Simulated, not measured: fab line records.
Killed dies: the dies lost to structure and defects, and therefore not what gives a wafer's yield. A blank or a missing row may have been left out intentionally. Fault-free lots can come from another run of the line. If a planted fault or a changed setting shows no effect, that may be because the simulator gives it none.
Lot-split experiment -- flow berkeley cmos170 -- on a route of 331 steps: 5 lots, 23 wafers read

THE SPLIT
At UCB170_V2_CVD_00 (deposits SiO2 from TEOS/O2, target thk 2000 nm, time 250 s), the setting time s was moved away from the recipe's 250 s on 5 of the 23 wafers read, by -10.5% to +4.0%. This setting was run at the recipe's value on the other wafers.

The file shows no step between the split and the reading.

THE READING
V2_TEOS_THK, in nm, at UCB170_V2_THK_MEAS_01. A value of 2006 nm with a standard deviation of 23 nm is what fault-free wafers of this fab line usually give.

wafer,"tool, chamber at the split","time s as run, s",against the recipe,"V2_TEOS_THK, nm",against lot-mates on the recipe
L075.1,"pecvd-01, 0",250,recipe,1987,-
L075.2,"pecvd-01, 2",250,recipe,1973,-
L075.3,"pecvd-01, 1",250,recipe,2006,-
L075.4,"pecvd-01, 2",260,+4.0%,2105,+116
L075.5,"pecvd-01, 0",260,+4.0%,2114,+125
L084.1,"pecvd-02, 0",223.7,-10.5%,1768,-269
L084.3,"pecvd-02, 2",223.7,-10.5%,1802,-235
L084.4,"pecvd-02, 1",250,recipe,2025,-
L084.5,"pecvd-02, 0",223.7,-10.5%,1810,-227
L084.6,"pecvd-02, 2",250,recipe,2049,-
L083.1,"pecvd-03, 2",250,recipe,1979,-
L083.2,"pecvd-03, 0",250,recipe,1979,-
L083.3,"pecvd-03, 1",250,recipe,1969,-
L083.4,"pecvd-03, 0",250,recipe,2023,-
L083.6,"pecvd-03, 1",250,recipe,2021,-
L080.1,"pecvd-01, 1",250,recipe,2000,-
L080.2,"pecvd-01, 0",250,recipe,1996,-
L080.4,"pecvd-01, 1",250,recipe,2033,-
L080.5,"pecvd-01, 0",250,recipe,1986,-
L080.6,"pecvd-01, 2",250,recipe,2003,-
L081.3,"pecvd-02, 1",250,recipe,2003,-
L081.5,"pecvd-02, 2",250,recipe,2031,-
L081.6,"pecvd-02, 1",250,recipe,2010,-

THE FIT
A straight line over all 23 wafers: V2_TEOS_THK changes by +20.8 nm for each +1% of time s; r = +0.96; the points scatter about the line by 23 nm.
The same after taking each lot's own level away (the mean of its wafers on the recipe; 23 wafers): +24 nm for each +1%; r = +0.98; scatter 19 nm.
The reading moves by 2.5e+02 nm for the largest change in time s, on that fit.
Measured against the standard deviation above, the lots' own levels, which go from 1988.7 to 2037.0 nm, span 2.1 times it.
Thus the slope moves with the lot-to-lot level: the two fits are different.
Check: -240 nm against its lot-mates is what the line predicts for one of the wafers moved furthest among these (-10.5%) when that wafer is left out of the fit. It came out at -269 nm against them.

THESE WAFERS: OTHER SPLITS
Before the reading, these wafers also passed through other splits. Each is held against what the fit with the lots' levels taken away leaves over:
other split on the same wafers,wafers away from the commonest value,r with V2_TEOS_THK (lot level and that fit taken away)
UCB170_PLDD_COAT_01 resist thk nm,7,+0.11
UCB170_NSD_IMPLANT_08 dose cm2,8,+0.15
UCB170_SDANNEAL_RTA_01 time s,7,+0.28
UCB170_SILICIDE_SPUTTER_01 time s,7,+0.23
UCB170_M1_SPUTTER_00 time s,9,-0.47
UCB170_M1_ETCH_11 pressure mtorr,15,+0.15
UCB170_M2_SPUTTER_01 time s,8,-0.17

THE WHOLE CHAIN: every reading that the file lists as answering this split, in the file's order
step,what it does,reading,change (the file's fit),r (the file's)
UCB170_V2_CVD_00,"deposits SiO2 from TEOS/O2, target thk 2000 nm, time 250 s","SiO2_of_V2_CVD_00.thk nm (the simulator's own value, which no gauge read)",+24 nm for each +1% of the setting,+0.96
UCB170_V2_THK_MEAS_01,,V2_TEOS_THK,+24 for each +1% of the setting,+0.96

THE FILE'S OWN FIT
V2_TEOS_THK changes by +24 nm for each +1% of time s, r = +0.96.
